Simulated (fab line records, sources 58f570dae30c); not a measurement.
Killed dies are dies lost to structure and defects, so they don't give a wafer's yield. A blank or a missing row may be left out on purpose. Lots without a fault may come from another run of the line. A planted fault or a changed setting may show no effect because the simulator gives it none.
Which tool did it? | flow berkeley_cmos170 | 11 lots, 33 wafers sampled, at 7 steps of a route of 331

WHAT THE GAUGES READ, wafer by wafer
UCB170_START_BOW_MEAS_00.
lot  | measured    | on            | INCOMING_BOW (um)
L563 | day 1 10:01 | film_metro-04 | 5 8 12
L564 | day 1 15:00 | film_metro-04 | -2 -4 0
L565 | day 1 20:00 | film_metro-02 | 1 8 7
L566 | day 2 01:02 | film_metro-03 | -5 -2 6
L567 | day 2 06:02 | film_metro-03 | -3 0 6
L568 | day 2 11:00 | film_metro-03 | -5 1 5
L569 | day 2 16:00 | film_metro-02 | -2 3 -1
L570 | day 2 21:01 | film_metro-04 | -4 0 -9
L571 | day 3 02:00 | film_metro-03 | -9 -1 0
L574 | day 3 17:01 | film_metro-04 | -4 -5 -7
L575 | day 3 22:01 | film_metro-03 | 5 -5 -12

UCB170_NWELL_THK_MEAS_05.
lot  | measured    | on            | NWELL_NITRIDE_THK (nm)
L563 | day 2 06:59 | film_metro-02 | 222.2 221.8 224.8
L564 | day 2 17:26 | film_metro-02 | 225.7 225.7 226.2
L565 | day 3 00:28 | film_metro-02 | 225.9 226.2 226.1
L566 | day 3 00:29 | film_metro-04 | 224.2 225.4 224.6
L567 | day 3 00:33 | film_metro-02 | 225.4 226.2 227.2
L568 | day 3 16:22 | film_metro-02 | 224.7 225.9 224.3
L569 | day 3 22:40 | film_metro-04 | 224.9 226.2 221.7
L570 | day 3 22:41 | film_metro-02 | 223.6 225.5 225.1
L571 | day 4 05:46 | film_metro-02 | 226.2 225.8 225.9
L574 | day 5 00:21 | film_metro-02 | 225.2 227.5 227.4
L575 | day 5 00:21 | film_metro-04 | 222.3 224.9 223.1

UCB170_FIELD_THK_MEAS_02.
lot  | measured    | on            | FIELD_OXIDE_THK (nm)
L563 | day 5 07:30 | film_metro-04 | 554 555 560
L564 | day 5 20:55 | film_metro-03 | 562 569 568
L565 | day 5 20:51 | film_metro-03 | 554 548 547
L566 | day 5 20:52 | film_metro-04 | 563 564 575
L567 | day 5 20:56 | film_metro-04 | 552 558 541
L568 | day 6 14:14 | film_metro-03 | 561 559 554
L569 | day 6 23:53 | film_metro-03 | 572 567 563
L570 | day 6 23:57 | film_metro-03 | 561 571 575
L571 | day 7 07:07 | film_metro-04 | 565 549 568
L574 | day 7 22:08 | film_metro-01 | 673 674 681
L575 | day 7 22:08 | film_metro-04 | 648 658 653

UCB170_FIELD_THK_MEAS_90.
lot  | measured    | on            | FIELD_OXIDE_LEFT_1_THK (nm)
L563 | day 5 17:17 | film_metro-04 | 439 439 444
L564 | day 6 08:14 | film_metro-04 | 444 452 450
L565 | day 6 08:15 | film_metro-03 | 436 431 429
L566 | day 6 08:13 | film_metro-03 | 447 449 459
L567 | day 6 08:19 | film_metro-04 | 437 441 425
L568 | day 7 04:39 | film_metro-04 | 444 443 437
L569 | day 7 14:54 | film_metro-03 | 454 451 446
L570 | day 7 14:55 | film_metro-04 | 445 455 458
L571 | day 7 16:43 | film_metro-03 | 448 432 451
L574 | day 8 05:15 | film_metro-04 | 558 559 565
L575 | day 8 05:15 | film_metro-03 | 532 542 538

UCB170_FIELD_THK_MEAS_91.
lot  | measured    | on            | FIELD_OXIDE_LEFT_2_THK (nm)
L563 | day 6 20:22 | film_metro-04 | 348 350 355
L564 | day 7 13:01 | film_metro-03 | 356 364 362
L565 | day 7 13:05 | film_metro-03 | 348 343 342
L566 | day 7 13:06 | film_metro-04 | 360 362 372
L567 | day 7 13:02 | film_metro-04 | 348 353 337
L568 | day 8 01:11 | film_metro-01 | 355 354 348
L569 | day 8 10:34 | film_metro-01 | 367 363 358
L570 | day 8 10:20 | film_metro-01 | 356 366 369
L571 | day 8 10:48 | film_metro-03 | 360 345 363
L574 | day 9 05:01 | film_metro-04 | 470 472 478
L575 | day 9 04:46 | film_metro-01 | 443 453 448

WHICH TOOL RAN EACH LOT (tool, then ch and the chambers of the sampled wafers, then the start)
lot  | UCB170_ZERO_STRIP_07                | UCB170_FIELD_OXIDATION_01
L563 | plasma_asher-03 ch 0,1, day 1 17:52 | furnace-02 ch 0, day 5 04:29
L564 | plasma_asher-04 ch 0,1, day 2 04:14 | furnace-02 ch 0, day 5 17:51
L565 | plasma_asher-03 ch 0,1, day 2 08:27 | furnace-02 ch 0, day 5 17:51
L566 | plasma_asher-04 ch 0,1, day 2 14:27 | furnace-02 ch 0, day 5 17:51
L567 | plasma_asher-01 ch 0,1, day 2 14:14 | furnace-02 ch 0, day 5 17:51
L568 | plasma_asher-03 ch 0,1, day 3 01:02 | furnace-02 ch 0, day 6 11:14
L569 | plasma_asher-01 ch 0,1, day 3 06:26 | furnace-04 ch 0, day 6 20:42
L570 | plasma_asher-03 ch 0,1, day 3 06:41 | furnace-04 ch 0, day 6 20:42
L571 | plasma_asher-01 ch 0,1, day 3 15:43 | furnace-01 ch 0, day 7 04:07
L574 | plasma_asher-03 ch 1, day 4 07:52   | furnace-04 ch 0, day 7 19:07
L575 | plasma_asher-03 ch 0,1, day 4 12:03 | furnace-04 ch 0, day 7 19:07
- UCB170_ZERO_STRIP_07: strips in O2.
- UCB170_FIELD_OXIDATION_01: target thk 558.3 nm, ox time 7200 s.

WHAT THE TOOLS THEMSELVES READ (means of the sampled wafers that have a number; where no wafer has one, the mark that the record gives instead)
UCB170_ZERO_STRIP_07.
lot  | tool            | drypump_motor_current_A (A) | oes_product_au (a.u.) | strip_time_to_endpoint_s (s)
L563 | plasma_asher-03 | 5.99                        | 0.727                 | 21.56
L564 | plasma_asher-04 | 5.81                        | 0.730                 | 21.45
L565 | plasma_asher-03 | 6.00                        | 0.727                 | 21.35
L566 | plasma_asher-04 | 5.92                        | 0.722                 | 21.41
L567 | plasma_asher-01 | 6.27                        | 0.727                 | 21.51
L568 | plasma_asher-03 | 6.02                        | 0.723                 | 21.51
L569 | plasma_asher-01 | 6.30                        | 0.725                 | 21.43
L570 | plasma_asher-03 | 5.99                        | 0.725                 | 21.46
L571 | plasma_asher-01 | 6.30                        | 0.726                 | 21.44
L574 | plasma_asher-03 | 5.79                        | 0.730                 | 21.45
L575 | plasma_asher-03 | 6.24                        | 0.735                 | 21.50

UCB170_FIELD_OXIDATION_01.
lot  | tool       | zone_power_centre_pct (%)
L563 | furnace-02 | 49.3
L564 | furnace-02 | 49.5
L565 | furnace-02 | 49.7
L566 | furnace-02 | 49.5
L567 | furnace-02 | 50.0
L568 | furnace-02 | 49.6
L569 | furnace-04 | 48.9
L570 | furnace-04 | 49.1
L571 | furnace-01 | 52.4
L574 | furnace-04 | 49.1
L575 | furnace-04 | 48.5

THE ANSWER, worked out from the rows above alone
Rule: what is usual is taken from the lots themselves. Put in order of their means at a reading, lots are off if they are a third of the lots or fewer, leave a main group of 4 or more, and stand apart from it by a gap of 3 or more times the standard deviation of the main group's means; of several such gaps the widest counts. A main group whose means are all the same, to the digits that the tables above print for the reading, isn't used. A lot without any number at a reading at which 4 lots or more have one is off too. The other lots that the step has rows for count as sound. The gauges are gone through in route order, then the tools' own readings, and for those a lot's mean is taken as printed above. The first step at which some lot is off is used, and at that step the reading that is off furthest; a lot without a number counts as furthest.
Off: L574, L575, at UCB170_FIELD_THK_MEAS_02 (FIELD_OXIDE_THK). The main group: mean 561 nm, standard deviation 7.
A tool fits if, at a process step before that reading, it ran every lot that is off, and no sound lot after the first of them. The gauges at UCB170_FIELD_THK_MEAS_02 are tried like those tools. Can't be told from this: 2 tools fit, plasma_asher-03 at UCB170_ZERO_STRIP_07, furnace-04 at UCB170_FIELD_OXIDATION_01.

WHAT THE SIMULATOR HAD PUT IN
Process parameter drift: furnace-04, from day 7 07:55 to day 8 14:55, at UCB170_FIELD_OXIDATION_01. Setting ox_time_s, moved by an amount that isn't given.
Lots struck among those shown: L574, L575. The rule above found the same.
